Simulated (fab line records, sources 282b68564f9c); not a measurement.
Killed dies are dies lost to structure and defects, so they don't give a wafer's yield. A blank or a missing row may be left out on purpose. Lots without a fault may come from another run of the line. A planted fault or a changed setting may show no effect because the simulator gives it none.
fab line records | flow rit_cmos | part 1 of 2: steps 1 to 26 of 27
record lots=5 wafers=23
route steps=202 shown ACTIVE@2 FOX1@20 FOX2@23 NWELL@36 PWELL@47 WELLDRIVE@50 PRETRO@66 GATE@78 NLDD@104 M1@202
start_h: hours from the record's first day to the start of the lot's first wafer shown | wait_h: hours since the lot's step before | " the same as in the row above | L1.1+2: a row that stands for several wafers | - no value, or no start given | * or withheld: withheld | < > ~ a bound
route shown NAME@n: a module of which the file shows steps, and the number in the route of the first | usual: mean/standard deviation of fault-free wafers | same: alike in all rows | chamber/n: place in a boat | sites: the reading at each site | _std_site: their standard deviation | _edge_site: outer sites' mean less inner sites' | radius_mm: how far each site lies from the wafer's centre | mask NAME#n: copy n | behind: the tool/chamber that last shaped the wafer | hold: why the lot was held/for how many hours/how that ended | device: the transistor (n, p or np) that didn't switch | end of line: the same wafers' tests at the end of the route | a step without rows: its recipe alone | killed: dies lost to structure and defects at the first sort, not the wafer's yield | map: a wafer's dies, x killed, . not, _ none there
set.NAME: the setting as run; set.NAME@STEP: as run at that earlier step | model.NAME: the simulator's own value behind a step, which no gauge read
lots whose settings were changed on purpose; a table a step, a row a wafer
## steps
# step RIT_ACTIVE_OXIDATION_01
# recipe temp_c=1000 ambient=O2 target_thk_a=468 ox_time_s=3360
# columns lot.wafer tool chamber start_h wait_h set.ox_time_s model.SiO2_of_ACTIVE_OXIDATION_01.thk_nm
L074.1 - - - 0.1 3568 48.95
L074.2 " - " " 3568 49.3
L074.3 " - " " 3568 48.8
L074.4 " - " " 3568 50.22
L074.6 " - " " 3568 50.19
L075.1 - - - 1.5 3818 51.35
L075.2 " - " " 3818 50.77
L075.3 " - " " 3818 50.73
L075.4 " - " " 3818 52.06
L075.5 " - " " 3818 50.93
L078.1 - - - 1.1 3019 43.77
L078.2 " - " " 3019 43.49
L078.4 " - " " 3019 44.32
L078.5 " - " " 3019 43.99
L078.6 " - " " 3019 43.14
L079.3 furnace-03 0 35.86 0.8 3360 45.3
L079.4 " 0 " " 3360 45.36
L079.5 " 0 " " 3360 46.97
L084.1 - - - 0.9 3605 49.69
L084.2 " - " " 3605 49.77
L084.4 " - " " 3605 49.8
L084.5 " - " " 3605 50.27
L084.6 " - " " 3605 50.49
# step RIT_ACTIVE_THK_MEAS_02
# recipe reads=SiO2_of_ACTIVE_OXIDATION_01
# usual ACTIVE_OXIDE_THK=46.8/0.68
# columns lot.wafer tool chamber start_h wait_h set.ox_time_s@ACTIVE_OXIDATION_01 ACTIVE_OXIDE_THK[nm]
L074.1 film_metro-02 - - - 3568 48.9
L074.2 " - " " 3568 49.3
L074.3 " - " " 3568 48.8
L074.4 " - " " 3568 50.2
L074.6 " - " " 3568 50.1
L075.1 film_metro-01 - - - 3818 51.4
L075.2 " - " " 3818 50.8
L075.3 " - " " 3818 50.8
L075.4 " - " " 3818 52.1
L075.5 " - " " 3818 51.0
L078.1 film_metro-04 - - - 3019 43.7
L078.2 " - " " 3019 43.5
L078.4 " - " " 3019 44.3
L078.5 " - " " 3019 44.0
L078.6 " - " " 3019 43.1
L079.3 film_metro-02 - 37.81 0.0 3360 45.3
L079.4 " - " " 3360 45.4
L079.5 " - " " 3360 46.9
L084.1 film_metro-02 - - - 3605 49.7
L084.2 " - " " 3605 49.9
L084.4 " - " " 3605 49.8
L084.5 " - " " 3605 50.2
L084.6 " - " " 3605 50.5
# step RIT_FOX1_OXIDATION_00
# recipe temp_c=1100 ambient=H2O target_thk_a=3507 p_h2o_torr=720 ox_time_s=1130
# columns lot.wafer tool chamber start_h wait_h set.ox_time_s model.SiO2_of_FOX1_OXIDATION_00.thk_nm
L074.1 - - - 4.4 1274 385.1
L074.2 " - " " 1274 385.5
L074.3 " - " " 1274 384.4
L074.4 " - " " 1274 384.7
L074.6 " - " " 1274 384.8
L075.1 - - - 0.7 1045 334.7
L075.2 " - " " 1045 338.2
L075.3 " - " " 1045 332.8
L075.4 " - " " 1045 332.2
L075.5 " - " " 1045 328.1
L078.1 - - - 0.5 1193 370
L078.2 " - " " 1193 371.2
L078.4 " - " " 1193 372
L078.5 " - " " 1193 375.5
L078.6 " - " " 1193 373.8
L079.3 furnace-01 0 42.05 0.7 1130 340.3
L079.4 " 0 " " 1130 344.5
L079.5 " 0 " " 1130 339.9
L084.1 - - - 2.9 1130 353
L084.2 " - " " 1130 359.9
L084.4 " - " " 1130 358.2
L084.5 " - " " 1130 359.1
L084.6 " - " " 1130 355.4
# step RIT_FOX1_THK_MEAS_01
# recipe reads=SiO2_of_FOX1_OXIDATION_00
# usual FOX1_OXIDE_THK=352/7.4
# columns lot.wafer tool chamber start_h wait_h set.ox_time_s@FOX1_OXIDATION_00 FOX1_OXIDE_THK[nm]
L074.1 film_metro-04 - - - 1274 385
L074.2 " - " " 1274 385
L074.3 " - " " 1274 385
L074.4 " - " " 1274 385
L074.6 " - " " 1274 385
L075.1 film_metro-02 - - - 1045 335
L075.2 " - " " 1045 338
L075.3 " - " " 1045 333
L075.4 " - " " 1045 332
L075.5 " - " " 1045 328
L078.1 film_metro-03 - - - 1193 370
L078.2 " - " " 1193 371
L078.4 " - " " 1193 372
L078.5 " - " " 1193 375
L078.6 " - " " 1193 374
L079.3 film_metro-03 - 43.39 0.0 1130 340
L079.4 " - " " 1130 345
L079.5 " - " " 1130 340
L084.1 film_metro-04 - - - 1130 353
L084.2 " - " " 1130 360
L084.4 " - " " 1130 358
L084.5 " - " " 1130 359
L084.6 " - " " 1130 355
# step RIT_FOX2_OXIDATION_00
# recipe temp_c=1100 ambient=H2O target_thk_a=3507 p_h2o_torr=720 ox_time_s=1130
# columns lot.wafer tool chamber start_h wait_h set.ox_time_s model.SiO2_of_FOX2_OXIDATION_00.thk_nm
L074.1 - - - 0.9 1130 355.5
L074.2 " - " " 1130 354.9
L074.3 " - " " 1130 350
L074.4 " - " " 1130 354.3
L074.6 " - " " 1130 355
L075.1 - - - 0.0 1081 346.2
L075.2 " - " " 1081 339.5
L075.3 " - " " 1081 340.1
L075.4 " - " " 1081 341.3
L075.5 " - " " 1081 343.9
L078.1 - - - 0.0 966.5 313.6
L078.2 " - " " 966.5 313
L078.4 " - " " 966.5 316.4
L078.5 " - " " 966.5 312
L078.6 " - " " 966.5 311
L079.3 furnace-01 0 43.54 0.0 1130 356.1
L079.4 " 0 " " 1130 356.3
L079.5 " 0 " " 1130 352.8
L084.1 - - - 0.1 974 320
L084.2 " - " " 974 320.6
L084.4 " - " " 974 317.3
L084.5 " - " " 974 325.1
L084.6 " - " " 974 316.8
# step RIT_FOX2_THK_MEAS_01
# recipe reads=SiO2_of_FOX2_OXIDATION_00
# usual FOX2_OXIDE_THK=350/5.4
# columns lot.wafer tool chamber start_h wait_h set.ox_time_s@FOX2_OXIDATION_00 FOX2_OXIDE_THK[nm]
L074.1 film_metro-04 - - - 1130 355
L074.2 " - " " 1130 355
L074.3 " - " " 1130 350
L074.4 " - " " 1130 354
L074.6 " - " " 1130 355
L075.1 film_metro-03 - - - 1081 346
L075.2 " - " " 1081 340
L075.3 " - " " 1081 340
L075.4 " - " " 1081 341
L075.5 " - " " 1081 344
L078.1 film_metro-03 - - - 966.5 313
L078.2 " - " " 966.5 313
L078.4 " - " " 966.5 316
L078.5 " - " " 966.5 312
L078.6 " - " " 966.5 311
L079.3 film_metro-01 - 44.88 0.0 1130 356
L079.4 " - " " 1130 356
L079.5 " - " " 1130 353
L084.1 film_metro-03 - - - 974 320
L084.2 " - " " 974 320
L084.4 " - " " 974 317
L084.5 " - " " 974 325
L084.6 " - " " 974 317
# step RIT_FOX2_CLEAN_02
# recipe chemistry=dHF dilution=50:1 time_s=180
# columns lot.wafer tool chamber start_h wait_h set.ox_time_s@FOX2_OXIDATION_00 model.SiO2_of_FOX2_OXIDATION_00.thk_nm
L074.1 wet_bench-01 0 23.98 0.1 1130 339
L074.2 " 0 " " 1130 338.3
L074.3 " 0 " " 1130 333.4
L074.4 " 0 " " 1130 337.6
L074.6 " 0 " " 1130 338.4
L075.1 wet_bench-04 1 25.54 0.1 1081 329.2
L075.2 " 1 " " 1081 322.6
L075.3 " 1 " " 1081 323.2
L075.4 " 1 " " 1081 324.4
L075.5 " 1 " " 1081 327
L078.1 wet_bench-03 2 39.87 0.1 966.5 297.2
L078.2 " 2 " " 966.5 296.6
L078.4 " 2 " " 966.5 300.1
L078.5 " 2 " " 966.5 295.6
L078.6 " 2 " " 966.5 294.7
L079.3 wet_bench-03 0 44.92 0.0 1130 339.1
L079.4 " 0 " " 1130 339.4
L079.5 " 0 " " 1130 335.9
L084.1 wet_bench-01 0 72.32 0.1 974 303.5
L084.2 " 0 " " 974 304.2
L084.4 " 0 " " 974 300.9
L084.5 " 0 " " 974 308.7
L084.6 " 0 " " 974 300.4
# step RIT_FOX2_WET_ETCH_03
# recipe chemistry=H3PO4 target=Si3N4 target_depth_nm=195 temp_c=165 time_s=2700
# columns lot.wafer tool chamber start_h wait_h set.ox_time_s@ACTIVE_OXIDATION_01 model.SiO2_of_ACTIVE_OXIDATION_01.thk_nm
L074.1 wet_bench-04 0 24.04 0.0 3568 42.95
L074.2 " 0 " " 3568 43.83
L074.3 " 0 " " 3568 43.4
L074.4 " 0 " " 3568 44.64
L074.6 " 0 " " 3568 44.59
L075.1 wet_bench-01 1 25.60 0.0 3818 44.95
L075.2 " 1 " " 3818 45.06
L075.3 " 1 " " 3818 44.99
L075.4 " 1 " " 3818 46.16
L075.5 " 1 " " 3818 44.62
L078.1 wet_bench-01 2 39.93 0.0 3019 36.46
L078.2 " 2 " " 3019 36.31
L078.4 " 2 " " 3019 36.95
L078.5 " 2 " " 3019 39.07
L078.6 " 2 " " 3019 35.99
L079.3 wet_bench-01 0 44.98 0.0 3360 40.19
L079.4 " 0 " " 3360 40.26
L079.5 " 0 " " 3360 39.28
L084.1 wet_bench-03 3 72.38 0.0 3605 44.14
L084.2 " 3 " " 3605 44.2
L084.4 " 3 " " 3605 43.45
L084.5 " 3 " " 3605 44.63
L084.6 " 3 " " 3605 44.1
# step RIT_FOX2_THK_MEAS_90
# recipe reads=SiO2_of_FOX2_OXIDATION_00
# usual FIELD_OXIDE_LEFT_1_THK=322/5.4
# columns lot.wafer tool chamber start_h wait_h set.ox_time_s@FOX2_OXIDATION_00 FIELD_OXIDE_LEFT_1_THK[nm]
L074.1 film_metro-01 - 24.80 0.0 1130 328
L074.2 " - " " 1130 328
L074.3 " - " " 1130 323
L074.4 " - " " 1130 327
L074.6 " - " " 1130 328
L075.1 film_metro-01 - 26.36 0.0 1081 318
L075.2 " - " " 1081 312
L075.3 " - " " 1081 312
L075.4 " - " " 1081 314
L075.5 " - " " 1081 316
L078.1 film_metro-03 - 40.69 0.0 966.5 287
L078.2 " - " " 966.5 286
L078.4 " - " " 966.5 289
L078.5 " - " " 966.5 285
L078.6 " - " " 966.5 284
L079.3 film_metro-03 - 45.82 0.0 1130 328
L079.4 " - " " 1130 328
L079.5 " - " " 1130 325
L084.1 film_metro-04 - 73.14 0.0 974 293
L084.2 " - " " 974 293
L084.4 " - " " 974 290
L084.5 " - " " 974 298
L084.6 " - " " 974 290
# step RIT_NWELL_IMPLANT_08
# recipe species=P energy_kev=170 dose_cm2=5e+13 tilt_deg=7
# columns lot.wafer tool chamber start_h wait_h set.energy_kev model.implant.rp_nm model.implant.drp_nm
L074.1+2+3 implanter-03 0 26.15 0.2 170 206.4 68.82
L074.4+6 " 0 " " 177.4 215.6 71.06
L075.1+3 implanter-01 0 27.71 0.2 170 214.6 68.82
L075.2+4+5 " 0 " " 176 222.4 70.64
L078.1+4+6 implanter-02 0 42.04 0.2 167.2 213.1 67.98
L078.2+5 " 0 " " 170 216.8 68.82
L079.3+4+5 implanter-03 0 47.08 0.2 170 214.5 68.82
L084.1+2+6 implanter-03 0 74.49 0.2 176.2 221.3 70.7
L084.4+5 " 0 " " 170 213.3 68.82
# step RIT_PWELL_IMPLANT_08
# recipe species=B energy_kev=170 dose_cm2=7e+13 tilt_deg=7
# columns lot.wafer tool chamber start_h wait_h set.dose_cm2
L074.1+2+6 implanter-02 0 27.98 0.2 7e+13
L074.3+4 " 0 " " 7.271e+13
L075.1+3+4 implanter-04 0 29.26 0.2 7e+13
L075.2+5 " 0 " " 7.473e+13
L078.1+2 implanter-01 0 43.61 0.2 6.767e+13
L078.4+5+6 " 0 " " 7e+13
L079.3+4+5 implanter-02 0 48.63 0.2 7e+13
L084.1+2+5 implanter-02 0 76.17 0.2 7e+13
L084.4+6 " 0 " " 6.591e+13
# step RIT_PWELL_STRIP_09
# recipe chemistry=O2 time_s=180 resist=NOVOLAK platen_temp_c=withheld power_w=500 pressure_mtorr=4000 o2_flow_sccm=4000
# step RIT_PWELL_TW_MEAS_10
# usual PWELL_TW=955/7.5
# columns lot.wafer tool chamber start_h wait_h set.dose_cm2@PWELL_IMPLANT_08 PWELL_TW
L074.1 film_metro-02 - 28.31 0.1 7e+13 961
L074.2 " - " " 7e+13 954
L074.3 " - " " 7.271e+13 968
L074.4 " - " " 7.271e+13 974
L074.6 " - " " 7e+13 965
L075.1 film_metro-03 - 29.58 0.1 7e+13 953
L075.2 " - " " 7.473e+13 971
L075.3 " - " " 7e+13 947
L075.4 " - " " 7e+13 945
L075.5 " - " " 7.473e+13 970
L078.1 film_metro-03 - 43.94 0.1 6.767e+13 941
L078.2 " - " " 6.767e+13 947
L078.4 " - " " 7e+13 955
L078.5 " - " " 7e+13 958
L078.6 " - " " 7e+13 959
L079.3 film_metro-02 - 48.93 0.1 7e+13 957
L079.4 " - " " 7e+13 960
L079.5 " - " " 7e+13 959
L084.1 film_metro-01 - 76.49 0.1 7e+13 938
L084.2 " - " " 7e+13 946
L084.4 " - " " 6.591e+13 932
L084.5 " - " " 7e+13 950
L084.6 " - " " 6.591e+13 933
# step RIT_WELLDRIVE_ANNEAL_00
# recipe temp_c=1100 time_s=14700 ambient=N2
# step RIT_WELLDRIVE_RS_MEAS_02
# recipe thk_meas_gauge=four-point-probe
# usual PWELL_RS=429.6/1
# columns lot.wafer tool chamber start_h wait_h set.dose_cm2@PWELL_IMPLANT_08 PWELL_RS[ohm/sq]
L074.1 film_metro-03 - 33.96 0.1 7e+13 430.7
L074.2 " - " " 7e+13 430.1
L074.3 " - " " 7.271e+13 420.8
L074.4 " - " " 7.271e+13 419.9
L074.6 " - " " 7e+13 430.6
L075.1 film_metro-02 - 35.98 0.1 7e+13 429.1
L075.2 " - " " 7.473e+13 412.2
L075.3 " - " " 7e+13 429.1
L075.4 " - " " 7e+13 429.8
L075.5 " - " " 7.473e+13 412.6
L078.1 film_metro-01 - 50.06 0.1 6.767e+13 437.7
L078.2 " - " " 6.767e+13 435.8
L078.4 " - " " 7e+13 428.0
L078.5 " - " " 7e+13 427.9
L078.6 " - " " 7e+13 427.0
L079.3 film_metro-03 - 54.69 0.1 7e+13 429.0
L079.4 " - " " 7e+13 429.1
L079.5 " - " " 7e+13 429.3
L084.1 film_metro-02 - 83.80 0.1 7e+13 430.4
L084.2 " - " " 7e+13 429.7
L084.4 " - " " 6.591e+13 446.1
L084.5 " - " " 7e+13 429.7
L084.6 " - " " 6.591e+13 445.3
# step RIT_PRETRO_SOFTBAKE_02
# recipe resist=NOVOLAK temp_c=90 time_s=60
# columns lot.wafer tool chamber start_h wait_h set.temp_c
L074.1+4 litho_track-04 0 36.05 0.1 90
L074.2+3+6 " 0 " " 92.47
L075.1+3+5 litho_track-03 0 37.95 0.1 90
L075.2+4 " 0 " " 88.52
L078.1+5+6 litho_track-03 0 52.03 0.1 90
L078.2+4 " 0 " " 93.55
L079.3+4+5 litho_track-04 0 56.86 0.1 90
L084.1+4+5 litho_track-04 0 85.86 0.1 86.35
L084.2+6 " 0 " " 90
# step RIT_PRETRO_EXPOSE_03
# recipe mask_id=M5 na=0.57 target_cd_nm=43700 dose_mj=250
# step RIT_PRETRO_PEB_04
# recipe resist=NOVOLAK temp_c=withheld time_s=withheld
# step RIT_PRETRO_DEVELOP_05
# recipe resist=NOVOLAK develop_time_s=68 dev_temp_c=23
# columns lot.wafer tool chamber start_h wait_h set.temp_c@PRETRO_SOFTBAKE_02 model.NOVOLAK_of_PRETRO_COAT_01.thk_nm
L074.1 litho_track-02 0 - - 90 1302
L074.2+6 " 0 " " 92.47 1293
L074.3 " 0 " " 92.47 1291
L074.4 " 0 " " 90 1301
L075.1 litho_track-03 0 - - 90 1295
L075.2+4 " 0 " " 88.52 1300
L075.3 " 0 " " 90 1296
L075.5 " 0 " " 90 1294
L078.1+5 litho_track-03 0 - - 90 1295
L078.2+4 " 0 " " 93.55 1283
L078.6 " 0 " " 90 1299
L079.3 litho_track-03 0 - - 90 1304
L079.4 " 0 " " 90 1303
L079.5 " 0 " " 90 1307
L084.1 litho_track-02 0 - - 86.35 1314
L084.2 " 0 " " 90 1297
L084.4 " 0 " " 86.35 1313
L084.5 " 0 " " 86.35 1310
L084.6 " 0 " " 90 1299
# step RIT_PRETRO_IMPLANT_08
# recipe species=B energy_kev=45 dose_cm2=1.2e+13 tilt_deg=7
# columns lot.wafer tool chamber start_h wait_h set.dose_cm2
L074.1+4+6 implanter-03 0 37.04 0.2 1.177e+13
L074.2+3 " 0 " " 1.2e+13
L075.1+2+3+4+5 implanter-01 0 38.81 0.2 1.2e+13
L078.1+4 implanter-01 0 53.06 0.2 1.248e+13
L078.2+5+6 " 0 " " 1.2e+13
L079.3+4+5 implanter-03 0 57.73 0.2 1.2e+13
L084.1+6 implanter-03 0 86.73 0.2 1.2e+13
L084.2+4+5 " 0 " " 1.252e+13
# step RIT_PRETRO_STRIP_09
# recipe chemistry=O2 time_s=180 resist=NOVOLAK platen_temp_c=withheld power_w=500 pressure_mtorr=4000 o2_flow_sccm=4000
# step RIT_GATE_CLEAN_03
# recipe chemistry=SC2 mix=3:3:50 time_s=600 temp_c=75 dry=n2_spin
# step RIT_GATE_CLEAN_04
# recipe chemistry=dHF dilution=50:1 time_s=60 dry=n2_spin
# step RIT_FOX2_THK_MEAS_91
# recipe reads=SiO2_of_FOX2_OXIDATION_00
# usual FIELD_OXIDE_LEFT_2_THK=255/5.2
# columns lot.wafer tool chamber start_h wait_h set.ox_time_s@FOX2_OXIDATION_00 FIELD_OXIDE_LEFT_2_THK[nm]
L074.1 film_metro-03 - 37.85 0.0 1130 261
L074.2 " - " " 1130 260
L074.3 " - " " 1130 256
L074.4 " - " " 1130 259
L074.6 " - " " 1130 260
L075.1 film_metro-04 - 39.62 0.0 1081 249
L075.2 " - " " 1081 242
L075.3 " - " " 1081 243
L075.4 " - " " 1081 244
L075.5 " - " " 1081 247
L078.1 film_metro-03 - 53.89 0.0 966.5 219
L078.2 " - " " 966.5 218
L078.4 " - " " 966.5 222
L078.5 " - " " 966.5 217
L078.6 " - " " 966.5 216
L079.3 film_metro-04 - 58.50 0.0 1130 260
L079.4 " - " " 1130 260
L079.5 " - " " 1130 257
L084.1 film_metro-04 - 87.57 0.0 974 226
L084.2 " - " " 974 226
L084.4 " - " " 974 223
L084.5 " - " " 974 230
L084.6 " - " " 974 222
# step RIT_GATE_CVD_08
# recipe material=poly-Si target_thk_nm=250 temp_c=610 precursor=SiH4 time_s=2220 pressure_mtorr=300 sih4_flow_sccm=100
# columns lot.wafer tool chamber start_h wait_h set.pressure_mtorr model.poly-Si_of_GATE_CVD_08.thk_nm
L074.1 - - - 0.1 330.8 257.9
L074.2 " - " " 330.8 259.1
L074.3 " - " " 330.8 260.7
L074.4 " - " " 330.8 257.7
L074.6 " - " " 330.8 256.5
L075.1 - - - 0.1 331.6 267.2
L075.2 " - " " 331.6 266.2
L075.3 " - " " 331.6 262.7
L075.4+5 " - " " 331.6 265.4
L078.1 - - - 0.1 317.6 257
L078.2 " - " " 317.6 256.5
L078.4 " - " " 317.6 256.2
L078.5 " - " " 317.6 254.9
L078.6 " - " " 317.6 254.5
L079.3 lpcvd-02 1 60.99 0.0 300 245.5
L079.4 " 1 " " 300 247.8
L079.5 " 1 " " 300 247.1
L084.1 - - - 0.1 279 242.1
L084.2 " - " " 279 243.4
L084.4 " - " " 279 240.1
L084.5 " - " " 279 241.4
L084.6 " - " " 279 241.6
# step RIT_NLDD_COAT_01
# recipe resist=NOVOLAK spin_rpm=3250 resist_thk_nm=1000
# columns lot.wafer tool chamber start_h wait_h set.spin_rpm model.NOVOLAK_of_NLDD_COAT_01.thk_nm
L074.1 litho_track-04 0 46.06 0.1 3250 999.9
L074.2 " 0 " " 3250 1002
L074.3 " 0 " " 3054 1031
L074.4 " 0 " " 3250 1001
L074.6 " 0 " " 3054 1034
L075.1 litho_track-02 0 50.54 0.1 3250 997.1
L075.2+5 " 0 " " 3186 1006
L075.3 " 0 " " 3186 1004
L075.4 " 0 " " 3250 996.2
L078.1 litho_track-02 0 62.86 0.1 3126 1019
L078.2 " 0 " " 3250 996.4
L078.4 " 0 " " 3250 997.6
L078.5 " 0 " " 3126 1020
L078.6 " 0 " " 3250 996.9
L079.3 litho_track-02 0 70.96 0.1 3250 1000
L079.4+5 " 0 " " 3250 1001
L084.1 litho_track-02 0 97.04 0.1 3403 975.8
L084.2 " 0 " " 3250 996.1
L084.4 " 0 " " 3403 974.7
L084.5 " 0 " " 3250 995.2
L084.6 " 0 " " 3250 999.9
## key
split step=RIT_ACTIVE_OXIDATION_01 setting=ox_time_s stated=3360 by=lot
response step=RIT_ACTIVE_OXIDATION_01 reading=model.SiO2_of_ACTIVE_OXIDATION_01.thk_nm change=+0.334 per=1% r=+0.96
response step=RIT_ACTIVE_THK_MEAS_02 reading=ACTIVE_OXIDE_THK change=+0.334 per=1% r=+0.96
response step=RIT_FOX2_WET_ETCH_03 reading=model.SiO2_of_ACTIVE_OXIDATION_01.thk_nm change=+0.372 per=1% r=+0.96
split step=RIT_FOX1_OXIDATION_00 setting=ox_time_s stated=1130 by=lot
response step=RIT_FOX1_OXIDATION_00 reading=model.SiO2_of_FOX1_OXIDATION_00.thk_nm change=+2.65 per=1% r=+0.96
response step=RIT_FOX1_THK_MEAS_01 reading=FOX1_OXIDE_THK change=+2.65 per=1% r=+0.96
split step=RIT_FOX2_OXIDATION_00 setting=ox_time_s stated=1130 by=lot
response step=RIT_FOX2_OXIDATION_00 reading=model.SiO2_of_FOX2_OXIDATION_00.thk_nm change=+2.67 per=1% r=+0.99
response step=RIT_FOX2_THK_MEAS_01 reading=FOX2_OXIDE_THK change=+2.68 per=1% r=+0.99
response step=RIT_FOX2_CLEAN_02 reading=model.SiO2_of_FOX2_OXIDATION_00.thk_nm change=+2.64 per=1% r=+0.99
response step=RIT_FOX2_THK_MEAS_90 reading=FIELD_OXIDE_LEFT_1_THK change=+2.65 per=1% r=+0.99
response step=RIT_FOX2_THK_MEAS_91 reading=FIELD_OXIDE_LEFT_2_THK change=+2.61 per=1% r=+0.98
response step=RIT_M1_PROBE_99 reading=model.etest.field_n.vt_v change=+0.384 per=1% r=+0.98
split step=RIT_NWELL_IMPLANT_08 setting=energy_kev stated=170 by=wafer
response step=RIT_NWELL_IMPLANT_08 reading=model.implant.rp_nm change=+2.17 per=1% r=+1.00
response step=RIT_NWELL_IMPLANT_08 reading=model.implant.drp_nm change=+0.515 per=1% r=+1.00
split step=RIT_PWELL_IMPLANT_08 setting=dose_cm2 stated=7e+13 by=wafer
response step=RIT_PWELL_TW_MEAS_10 reading=PWELL_TW change=+2.92 per=1% r=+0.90
response step=RIT_WELLDRIVE_RS_MEAS_02 reading=PWELL_RS change=-2.61 per=1% r=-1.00
response step=RIT_M1_PROBE_99 reading=model.etest.pwell.rs_ohm_sq change=-2.97 per=1% r=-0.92
split step=RIT_PRETRO_SOFTBAKE_02 setting=temp_c stated=90 by=wafer
response step=RIT_PRETRO_DEVELOP_05 reading=model.NOVOLAK_of_PRETRO_COAT_01.thk_nm change=-3.39 per=1% r=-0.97
split step=RIT_PRETRO_IMPLANT_08 setting=dose_cm2 stated=1.2e+13 by=wafer
response none clear
split step=RIT_GATE_CVD_08 setting=pressure_mtorr stated=300 by=lot
response step=RIT_GATE_CVD_08 reading=model.poly-Si_of_GATE_CVD_08.thk_nm change=+1.19 per=1% r=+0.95
split step=RIT_NLDD_COAT_01 setting=spin_rpm stated=3250 by=wafer
response step=RIT_NLDD_COAT_01 reading=model.NOVOLAK_of_NLDD_COAT_01.thk_nm change=-5.12 per=1% r=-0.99
